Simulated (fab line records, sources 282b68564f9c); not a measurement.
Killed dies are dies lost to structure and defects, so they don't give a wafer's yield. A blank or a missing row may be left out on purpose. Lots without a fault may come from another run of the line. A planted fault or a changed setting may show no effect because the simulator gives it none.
One fault seen from 2 desks | flow rit_cmos | each desk has only its own numbers; what lay behind them comes last

THE TOOL OWNER'S DESK: lpcvd-01
The tool's own readings at RIT_GATE_CVD_08 (deposits poly-Si from SiH4, target thk 250 nm, time 2220 s): means of the sampled wafers that have a number, for each lot that ran on this tool. A lot is out of limits, marked OUT, if its mean lies more than 4 standard deviations from the usual mean; the brackets give that distance.
Columns: A = zone_power_load_pct at RIT_GATE_CVD_08, usual 12.26 %
lot  | first seen here | A
L855 | day 2 20:12     | 12.39
L856 | day 3 02:23     | 12.28
L860 | day 4 02:22     | 12.18
L861 | day 4 04:20     | 12.18
L864 | day 4 16:57     | 12.42
This desk's finding: nothing out of limits on any of the 5 lots.

THE METROLOGY DESK
What the gauges read, lot by lot, whatever tool the lot ran on: means of the sampled wafers that have a number. A lot is out of limits, marked OUT, if its mean lies more than 4 standard deviations from the usual mean; the brackets give that distance.
Columns: A = GATE_POLY_THK at RIT_GATE_THK_MEAS_09, usual 251.2 nm
lot  | first seen here | A
L854 | day 2 18:52     | 252.3
L855 | day 2 21:49     | 251.2
L856 | day 3 04:01     | 246.7
L857 | day 3 08:07     | 250.6
L859 | day 3 19:06     | 253.9
L860 | day 4 03:59     | 251.3
L861 | day 4 05:58     | 249.1
L864 | day 4 18:36     | 92.2 (-76) OUT
L865 | day 4 22:50     | 249.5
L866 | day 5 05:36     | 252.7
L873 | day 6 16:25     | 252.3
L874 | day 6 20:52     | 250.2
L876 | day 7 08:10     | 254.8
This desk's finding: out of limits on L864; first on L864, day 4 18:36 (GATE_POLY_THK at RIT_GATE_THK_MEAS_09). In limits: L854, L855, L856, L857, L859, L860, L861, L865, L866, L873, L874, L876.

PUT TOGETHER
The metrology desk could have raised an alarm at day 4 18:36, on L864.
The tool owner's desk saw nothing out of limits.
The tool owner's desk has L864 on record, within its limits.
Of the lots named, all ran RIT_GATE_CVD_08 on lpcvd-01.

WHAT THE SIMULATOR HAD PUT IN
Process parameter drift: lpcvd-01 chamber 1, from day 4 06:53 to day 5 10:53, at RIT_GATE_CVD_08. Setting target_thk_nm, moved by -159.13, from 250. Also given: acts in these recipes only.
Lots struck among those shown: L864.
Hours from the fault's start to each desk's first reading out of limits: the metrology desk, 12.
